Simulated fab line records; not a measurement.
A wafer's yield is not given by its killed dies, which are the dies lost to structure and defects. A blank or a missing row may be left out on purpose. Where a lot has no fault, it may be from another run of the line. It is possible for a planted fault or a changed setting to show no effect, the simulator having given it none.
fab line records ; flow berkeley_cmos170 ; part 2 of 2: steps 33 to 46 of 46
[record] lots = 5; wafers = 15; last_day = 13
route steps=331 shown PWELL@47 WELLDRIVE@55 ACTIVE@60 PFIELD@79 FIELD@89
lots untouched by any fault: they come from a run of this same line in which no faults occurred
start_h: hours from the record's opening day to when the first of the lot's shown wafers began ; wait_h: hours since the lot's step before ; " same as the row above ; L1.1+2: several wafers, shown together as one row ; - no value, or no start given ; * or withheld: withheld ; < > ~ a bound
route shown NAME@n: NAME is a module with steps in the file, n the number in the route of the first one ; usual: the fault-free wafers' mean and standard deviation ; same: alike in all rows ; chamber/n: place in a boat ; sites: per-site readings ; _std_site: how widely they spread, as a standard deviation ; _edge_site: mean of outer sites minus mean of inner sites ; radius_mm: how far each site lies from the wafer's centre ; mask NAME#n: copy n ; behind: the tool/chamber that last shaped the wafer ; hold: why the lot was held/for how many hours/how that ended ; device: which transistor (n, p or np) failed to switch ; end of line: tests run on the same wafers once the route is complete ; a step given without rows: its recipe and nothing more ; killed: count of dies lost to structure and defects at first sort (not the wafer's yield) ; map: the dies of a wafer, with x for killed, . for not killed, _ for no die there
set.NAME: setting as actually run; set.NAME@STEP: the setting as run at that earlier step ; model.NAME: the simulator's own value behind a step, which no gauge read
lots seen at some steps along the route; tables by step, rows by wafer
services: the hour from which a tool's chamber was out of use, counted from the record's first day as start_h (under 0 if before that day), plus the number of hours and why
[[steps]]
[step UCB170_PFIELD_HMDS_00]
[recipe] prime_time_s = 60; prime_temp_c = 100
[usual] prime_temp_c = 100.00/0.13
lot.wafer;tool;chamber;start_h;wait_h;prime_temp_c
L076.4;litho_track-03;0;98.56;0.3;99.95
L076.5;litho_track-03;0;98.56;0.3;99.87
L076.6;litho_track-03;0;98.56;0.3;99.98
L090.1;litho_track-03;0;184.03;0.0;99.83
L090.5;litho_track-03;0;184.03;0.0;99.94
L090.6;litho_track-03;0;184.03;0.0;99.90
L096.2;litho_track-03;0;207.65;0.0;99.93
L096.4;litho_track-03;0;207.65;0.0;99.97
L096.6;litho_track-03;0;207.65;0.0;99.97
L095.4;litho_track-04;0;207.70;0.1;100.15
L095.5;litho_track-04;0;207.70;0.1;99.99
L095.6;litho_track-04;0;207.70;0.1;100.27
L097.2;litho_track-01;0;224.29;0.6;99.79
L097.3;litho_track-01;0;224.29;0.6;100.00
L097.6;litho_track-01;0;224.29;0.6;99.96
[step UCB170_PFIELD_COAT_01]
[recipe] resist = KrF; spin_rpm = 1500; resist_thk_nm = 900
lot.wafer;tool;chamber;start_h;wait_h
L076.4+5+6;litho_track-03;0;98.71;0.1
L090.1+5+6;litho_track-03;0;184.18;0.1
L096.2+4+6;litho_track-03;0;207.80;0.1
L095.4+5+6;litho_track-04;0;207.85;0.1
L097.2+3+6;litho_track-01;0;224.44;0.1
[step UCB170_PFIELD_SOFTBAKE_02]
[recipe] resist = KrF; temp_c = 130; time_s = 60
lot.wafer;tool;chamber;start_h;wait_h
L076.4+5+6;litho_track-03;0;98.86;0.1
L090.1+5+6;litho_track-03;0;184.33;0.1
L096.2+4+6;litho_track-03;0;207.95;0.1
L095.4+5+6;litho_track-04;0;208.00;0.1
L097.2+3+6;litho_track-01;0;224.59;0.1
[step UCB170_PFIELD_EXPOSE_03]
[recipe] mask_id = PFIELD; na = 0.5; sigma_outer = 0.6; source_shape = conventional; target_cd_nm = 1500; dose_mj = 30
lot.wafer;tool;chamber;start_h;wait_h;mask
L076.4+5+6;krf_scanner-02;0;99.11;0.2;PFIELD#0
L090.1+5+6;krf_scanner-01;0;184.61;0.2;PFIELD#0
L096.2+4+6;krf_scanner-01;0;208.10;0.1;PFIELD#0
L095.4+5+6;krf_scanner-02;0;208.38;0.3;PFIELD#0
L097.2+3+6;krf_scanner-02;0;224.73;0.1;PFIELD#0
[step UCB170_PFIELD_PEB_04]
[recipe] peb_temp_c = 130; peb_time_s = withheld; resist = KrF
lot.wafer;tool;chamber;start_h;wait_h
L076.4+5+6;litho_track-03;0;99.56;0.4
L090.1+5+6;litho_track-03;0;184.72;0.1
L096.2+4+6;litho_track-04;0;208.22;0.1
L095.4+5+6;litho_track-04;0;208.55;0.1
L097.2+3+6;litho_track-03;0;225.43;0.7
[step UCB170_PFIELD_DEVELOP_05]
[recipe] developer = TMAH; develop_time_s = 45; resist = KrF; dev_temp_c = 21
lot.wafer;tool;chamber;start_h;wait_h
L076.4+5+6;litho_track-03;0;-;-
L090.1+5+6;litho_track-03;0;-;-
L096.2+4+6;litho_track-04;0;-;-
L095.4+5+6;litho_track-04;0;-;-
L097.2+3+6;litho_track-03;0;-;-
[step UCB170_PFIELD_OVL_MEAS_06]
[usual] PFIELD_OVL = -3/5.3
lot.wafer;tool;chamber;start_h;wait_h;PFIELD_OVL[nm]
L076.4;overlay-01;-;99.77;-;-1
L076.5;overlay-01;-;99.77;-;1
L076.6;overlay-01;-;99.77;-;4
L090.1;overlay-02;-;185.00;-;0
L090.5;overlay-02;-;185.00;-;-3
L090.6;overlay-02;-;185.00;-;0
L096.2;overlay-01;-;208.48;-;-10
L096.4;overlay-01;-;208.48;-;-14
L096.6;overlay-01;-;208.48;-;-10
L095.4;overlay-02;-;208.76;-;3
L095.5;overlay-02;-;208.76;-;-7
L095.6;overlay-02;-;208.76;-;5
L097.2;overlay-01;-;225.69;-;-5
L097.3;overlay-01;-;225.69;-;-4
L097.6;overlay-01;-;225.69;-;-3
[step UCB170_PFIELD_IMPLANT_07]
[recipe] species = B; dose_cm2 = 2e+13; energy_kev = 80; tilt_deg = 7
[usual] dose_ions_cm2 = 2.0001e+13/2.4e+10
lot.wafer;tool;chamber;start_h;wait_h;dose_ions_cm2
L076.4;implanter-04;0;99.87;0.1;2.0008e+13
L076.5;implanter-04;0;99.87;0.1;2e+13
L076.6;implanter-04;0;99.87;0.1;1.9998e+13
L090.1;implanter-04;0;185.03;0.0;2e+13
L090.5;implanter-04;0;185.03;0.0;2.0015e+13
L090.6;implanter-04;0;185.03;0.0;2.0015e+13
L096.2;implanter-04;0;208.53;0.0;2.0054e+13
L096.4;implanter-04;0;208.53;0.0;2.0014e+13
L096.6;implanter-04;0;208.53;0.0;2.0031e+13
L095.4;implanter-03;0;208.86;0.1;1.9984e+13
L095.5;implanter-03;0;208.86;0.1;2.0026e+13
L095.6;implanter-03;0;208.86;0.1;2.0037e+13
L097.2;implanter-04;0;225.75;0.0;2.0008e+13
L097.3;implanter-04;0;225.75;0.0;2.0002e+13
L097.6;implanter-04;0;225.75;0.0;2.0018e+13
[step UCB170_PFIELD_STRIP_08]
[recipe] chemistry = O2; power_w = 400; pressure_mtorr = 3500; platen_temp_c = withheld; o2_flow_sccm = 400; overash_fraction = 0.5
[usual] drypump_motor_current_A = 5.6/0.52; oes_product_au = 0.735/0.0049; strip_time_to_endpoint_s = 21.67/0.065
lot.wafer;tool;chamber;start_h;wait_h;drypump_motor_current_A;oes_product_au;rf_hours_counter_h;strip_time_to_endpoint_s
L076.4;plasma_asher-01;1;99.98;0.1;6.3;0.722;-;21.65
L076.5;plasma_asher-01;1;99.98;0.1;6.2;0.723;-;21.70
L076.6;plasma_asher-01;0;99.98;0.1;5.1;0.733;-;21.64
L090.1;plasma_asher-03;0;185.18;0.1;6.0;0.739;44;21.58
L090.5;plasma_asher-03;0;185.18;0.1;6.0;0.739;-;21.60
L090.6;plasma_asher-03;1;185.18;0.1;4.8;0.740;-;21.56
L096.2;plasma_asher-04;0;208.66;0.1;5.9;0.726;9;21.60
L096.4;plasma_asher-04;1;208.66;0.1;5.3;0.729;-;21.59
L096.6;plasma_asher-04;1;208.66;0.1;5.3;0.736;-;21.66
L095.4;plasma_asher-01;0;208.97;0.1;5.1;0.734;-;21.71
L095.5;plasma_asher-01;1;208.97;0.1;6.2;0.734;-;21.67
L095.6;plasma_asher-01;0;208.97;0.1;5.1;0.738;-;21.74
L097.2;plasma_asher-04;1;225.87;0.1;5.3;0.733;11;21.74
L097.3;plasma_asher-04;0;225.87;0.1;5.9;0.737;-;21.75
L097.6;plasma_asher-04;1;225.87;0.1;5.3;0.730;-;21.75
[step UCB170_PFIELD_TW_MEAS_09]
[usual] PFIELD_TW = 599/3.2
lot.wafer;tool;chamber;start_h;wait_h;PFIELD_TW
L076.4;film_metro-02;-;100.07;0.1;605
L076.5;film_metro-02;-;100.07;0.1;602
L076.6;film_metro-02;-;100.07;0.1;603
L090.1;film_metro-04;-;185.28;0.1;599
L090.5;film_metro-04;-;185.28;0.1;599
L090.6;film_metro-04;-;185.28;0.1;597
L096.2;film_metro-04;-;208.77;0.1;601
L096.4;film_metro-04;-;208.77;0.1;602
L096.6;film_metro-04;-;208.77;0.1;599
L095.4;film_metro-02;-;209.06;0.1;606
L095.5;film_metro-02;-;209.06;0.1;604
L095.6;film_metro-02;-;209.06;0.1;605
L097.2;film_metro-01;-;226.00;0.1;596
L097.3;film_metro-01;-;226.00;0.1;596
L097.6;film_metro-01;-;226.00;0.1;592
[step UCB170_FIELD_CLEAN_00]
[recipe] chemistry = dHF; dilution = 25:1; time_s = 7.5
lot.wafer;tool;chamber;start_h;wait_h
L076.4+5+6;wet_bench-01;0;100.10;0.0
L090.1+5+6;wet_bench-01;3;185.34;0.1
L096.2+4+6;wet_bench-01;2;208.82;0.0
L095.4+5+6;wet_bench-01;3;209.09;0.0
L097.2+3+6;wet_bench-01;2;227.90;1.9
[step UCB170_FIELD_OXIDATION_01]
[recipe] temp_c = 1000; ambient = H2O; p_h2o_torr = 584.62; target_thk_a = 5583; ox_time_s = 7200
lot.wafer;tool;chamber;start_h;wait_h
L076.4+5+6;furnace-01;0;103.96;3.8
L090.1+5+6;furnace-01;0;192.35;7.0
L095.4+5+6;furnace-04;0;214.38;5.3
L096.2+4+6;furnace-04;0;214.38;5.5
L097.2+3+6;furnace-02;0;231.55;3.6
[step UCB170_FIELD_THK_MEAS_02]
[recipe] reads = SiO2_of_FIELD_OXIDATION_01
[usual] FIELD_OXIDE_THK = 563/9.3
lot.wafer;tool;chamber;start_h;wait_h;FIELD_OXIDE_THK[nm]
L076.4;film_metro-03;-;106.99;0.0;563
L076.5;film_metro-03;-;106.99;0.0;555
L076.6;film_metro-03;-;106.99;0.0;565
L090.1;film_metro-04;-;195.35;0.0;554
L090.5;film_metro-04;-;195.35;0.0;552
L090.6;film_metro-04;-;195.35;0.0;558
L096.2;film_metro-01;-;217.39;0.0;566
L096.4;film_metro-01;-;217.39;0.0;554
L096.6;film_metro-01;-;217.39;0.0;556
L095.4;film_metro-03;-;217.41;0.0;566
L095.5;film_metro-03;-;217.41;0.0;576
L095.6;film_metro-03;-;217.41;0.0;574
L097.2;film_metro-01;-;234.56;0.0;562
L097.3;film_metro-01;-;234.56;0.0;567
L097.6;film_metro-01;-;234.56;0.0;570
[step UCB170_FIELD_ANNEAL_03]
[recipe] temp_c = 1000; time_s = 1200; ambient = N2
lot.wafer;tool;chamber;start_h;wait_h
L076.4+5+6;furnace-02;0;111.03;4.0
L090.1+5+6;furnace-01;0;199.76;4.4
L095.4+5+6;furnace-02;0;223.03;5.6
L096.2+4+6;furnace-02;0;223.03;5.6
L097.2+3+6;furnace-01;0;237.85;3.3
[[services]]
tool;chamber;start_h;hours;kind
furnace-04;-;40.73;3.0;pm
plasma_asher-01;-;45.70;1.6;repair
wet_bench-02;-;54.32;41.4;pm
plasma_asher-04;-;57.01;24.8;repair
rie_diel-01;-;73.70;14.6;pm
krf_scanner-02;-;73.76;1.3;pm
plasma_asher-01;-;86.78;2.1;repair
furnace-04;-;88.07;5.7;pm
plasma_asher-01;-;88.81;8.0;repair
furnace-01;-;126.16;3.2;pm
krf_scanner-02;-;131.14;1.0;pm
furnace-01;-;156.43;17.5;repair
krf_scanner-02;-;158.54;1.0;repair
implanter-04;-;170.00;5.0;repair
furnace-04;-;173.22;18.5;repair
krf_scanner-02;-;173.69;0.8;pm
rie_diel-01;-;174.31;0.5;repair
furnace-02;-;179.79;4.4;pm
krf_scanner-02;-;200.84;0.5;repair
furnace-04;-;209.66;3.5;pm
plasma_asher-03;-;209.78;1.6;repair
furnace-02;-;219.04;2.7;pm
wet_bench-02;-;229.37;0.8;repair
krf_scanner-02;-;231.21;4.0;pm
